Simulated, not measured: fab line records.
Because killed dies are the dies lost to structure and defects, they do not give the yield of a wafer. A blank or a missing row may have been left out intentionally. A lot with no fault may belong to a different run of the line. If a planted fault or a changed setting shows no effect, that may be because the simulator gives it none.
Split-lot trial || flow rit_cmos || route with 202 steps; 5 lots, 23 wafers read

## ON THE SPLIT
At RIT_ACTIVE_CVD_03 (deposits Si3N4 from SiH2Cl2/NH3, target thk 150 nm, time 1500 s), the setting temp_c was moved away from the recipe's 810 C on 20 of the 23 wafers read, by -2.3% to +2.4%. The other wafers ran this setting at the recipe's value.

## FROM SPLIT TO READING: 1 step shown by the file between the two
- RIT_ACTIVE_THK_MEAS_04

## THE READING
oes_product_au, in a.u., at RIT_ACTIVE_ETCH_13 (etches Si3N4 in SF6, stops on SiO2, time 210 s, target depth 210 nm). Typical for fault-free wafers on this fab line: 0.821 a.u., with standard deviation 0.012 a.u.

{"wafer": "L076.1", "tool, chamber at the split": "-, -", "temp_c as run, C": 791.6, "against the recipe": "-2.3%", "oes_product_au, a.u.": 0.700, "against lot-mates on the recipe": "no lot-mate on the recipe"}
{"wafer": "L076.3", "tool, chamber at the split": "-, -", "temp_c as run, C": 791.6, "against the recipe": "-2.3%", "oes_product_au, a.u.": 0.699, "against lot-mates on the recipe": "no lot-mate on the recipe"}
{"wafer": "L076.4", "tool, chamber at the split": "-, -", "temp_c as run, C": 791.6, "against the recipe": "-2.3%", "oes_product_au, a.u.": 0.689, "against lot-mates on the recipe": "no lot-mate on the recipe"}
{"wafer": "L076.5", "tool, chamber at the split": "-, -", "temp_c as run, C": 791.6, "against the recipe": "-2.3%", "oes_product_au, a.u.": 0.697, "against lot-mates on the recipe": "no lot-mate on the recipe"}
{"wafer": "L076.6", "tool, chamber at the split": "-, -", "temp_c as run, C": 791.6, "against the recipe": "-2.3%", "oes_product_au, a.u.": 0.705, "against lot-mates on the recipe": "no lot-mate on the recipe"}
{"wafer": "L077.1", "tool, chamber at the split": "-, -", "temp_c as run, C": 827.2, "against the recipe": "+2.1%", "oes_product_au, a.u.": 1.009, "against lot-mates on the recipe": "no lot-mate on the recipe"}
{"wafer": "L077.2", "tool, chamber at the split": "-, -", "temp_c as run, C": 827.2, "against the recipe": "+2.1%", "oes_product_au, a.u.": 0.958, "against lot-mates on the recipe": "no lot-mate on the recipe"}
{"wafer": "L077.4", "tool, chamber at the split": "-, -", "temp_c as run, C": 827.2, "against the recipe": "+2.1%", "oes_product_au, a.u.": 0.990, "against lot-mates on the recipe": "no lot-mate on the recipe"}
{"wafer": "L077.5", "tool, chamber at the split": "-, -", "temp_c as run, C": 827.2, "against the recipe": "+2.1%", "oes_product_au, a.u.": 0.969, "against lot-mates on the recipe": "no lot-mate on the recipe"}
{"wafer": "L077.6", "tool, chamber at the split": "-, -", "temp_c as run, C": 827.2, "against the recipe": "+2.1%", "oes_product_au, a.u.": 0.956, "against lot-mates on the recipe": "no lot-mate on the recipe"}
{"wafer": "L078.1", "tool, chamber at the split": "-, -", "temp_c as run, C": 829.3, "against the recipe": "+2.4%", "oes_product_au, a.u.": 0.988, "against lot-mates on the recipe": "no lot-mate on the recipe"}
{"wafer": "L078.2", "tool, chamber at the split": "-, -", "temp_c as run, C": 829.3, "against the recipe": "+2.4%", "oes_product_au, a.u.": 1.007, "against lot-mates on the recipe": "no lot-mate on the recipe"}
{"wafer": "L078.3", "tool, chamber at the split": "-, -", "temp_c as run, C": 829.3, "against the recipe": "+2.4%", "oes_product_au, a.u.": 1.014, "against lot-mates on the recipe": "no lot-mate on the recipe"}
{"wafer": "L078.4", "tool, chamber at the split": "-, -", "temp_c as run, C": 829.3, "against the recipe": "+2.4%", "oes_product_au, a.u.": 0.994, "against lot-mates on the recipe": "no lot-mate on the recipe"}
{"wafer": "L078.5", "tool, chamber at the split": "-, -", "temp_c as run, C": 829.3, "against the recipe": "+2.4%", "oes_product_au, a.u.": 0.976, "against lot-mates on the recipe": "no lot-mate on the recipe"}
{"wafer": "L081.1", "tool, chamber at the split": "-, -", "temp_c as run, C": 822.5, "against the recipe": "+1.5%", "oes_product_au, a.u.": 0.907, "against lot-mates on the recipe": "no lot-mate on the recipe"}
{"wafer": "L081.2", "tool, chamber at the split": "-, -", "temp_c as run, C": 822.5, "against the recipe": "+1.5%", "oes_product_au, a.u.": 0.919, "against lot-mates on the recipe": "no lot-mate on the recipe"}
{"wafer": "L081.4", "tool, chamber at the split": "-, -", "temp_c as run, C": 822.5, "against the recipe": "+1.5%", "oes_product_au, a.u.": 0.948, "against lot-mates on the recipe": "no lot-mate on the recipe"}
{"wafer": "L081.5", "tool, chamber at the split": "-, -", "temp_c as run, C": 822.5, "against the recipe": "+1.5%", "oes_product_au, a.u.": 0.906, "against lot-mates on the recipe": "no lot-mate on the recipe"}
{"wafer": "L081.6", "tool, chamber at the split": "-, -", "temp_c as run, C": 822.5, "against the recipe": "+1.5%", "oes_product_au, a.u.": 0.948, "against lot-mates on the recipe": "no lot-mate on the recipe"}
{"wafer": "L083.1", "tool, chamber at the split": "lpcvd-01, 1", "temp_c as run, C": 810, "against the recipe": "recipe", "oes_product_au, a.u.": 0.820, "against lot-mates on the recipe": "-"}
{"wafer": "L083.4", "tool, chamber at the split": "lpcvd-01, 1", "temp_c as run, C": 810, "against the recipe": "recipe", "oes_product_au, a.u.": 0.824, "against lot-mates on the recipe": "-"}
{"wafer": "L083.6", "tool, chamber at the split": "lpcvd-01, 1", "temp_c as run, C": 810, "against the recipe": "recipe", "oes_product_au, a.u.": 0.817, "against lot-mates on the recipe": "-"}

THE FIT
A straight line over all 23 wafers: oes_product_au changes by +0.0637 a.u. for each +1% of temp_c; r = +0.99; the points scatter about the line by 0.018 a.u.
Too few moved wafers with a lot-mate on the recipe to fit a line net of each lot's own level.

## THE WHOLE CHAIN: every reading that the file lists as answering this split, in the file's order
{"step": "RIT_ACTIVE_CVD_03", "what it does": "deposits Si3N4 from SiH2Cl2/NH3, target thk 150 nm, time 1500 s", "reading": "Si3N4_of_ACTIVE_CVD_03.thk_nm (the simulator's own value, which no gauge read)", "change (the file's fit)": "+21.8 nm for each +1% of the setting", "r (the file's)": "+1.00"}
{"step": "RIT_ACTIVE_THK_MEAS_04", "what it does": "", "reading": "ACTIVE_NITRIDE_THK", "change (the file's fit)": "+21.9 for each +1% of the setting", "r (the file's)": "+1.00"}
{"step": "RIT_ACTIVE_ETCH_13", "what it does": "etches Si3N4 in SF6, stops on SiO2, time 210 s, target depth 210 nm", "reading": "oes_product_au", "change (the file's fit)": "+0.0637 a.u. for each +1% of the setting", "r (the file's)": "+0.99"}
{"step": "RIT_ACTIVE_ETCH_13", "what it does": "etches Si3N4 in SF6, stops on SiO2, time 210 s, target depth 210 nm", "reading": "ACTIVE.feature_depth_nm (the simulator's own value, which no gauge read)", "change (the file's fit)": "+22 nm for each +1% of the setting", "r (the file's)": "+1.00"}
{"step": "RIT_ACTIVE_ETCH_13", "what it does": "etches Si3N4 in SF6, stops on SiO2, time 210 s, target depth 210 nm", "reading": "etch.depth_nm (the simulator's own value, which no gauge read)", "change (the file's fit)": "+21.8 nm for each +1% of the setting", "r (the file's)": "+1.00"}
{"step": "RIT_M1_PROBE_99", "what it does": "", "reading": "etest.pplus_sal.width_nm (the simulator's own value, which no gauge read)", "change (the file's fit)": "+35.7 nm for each +1% of the setting", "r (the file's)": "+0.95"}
{"step": "RIT_M1_PROBE_99", "what it does": "", "reading": "etest.nplus_sal.width_nm (the simulator's own value, which no gauge read)", "change (the file's fit)": "+33.9 nm for each +1% of the setting", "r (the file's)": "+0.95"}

## THE FILE'S OWN FIT
oes_product_au changes by +0.0637 a.u. for each +1% of temp_c, r = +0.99.
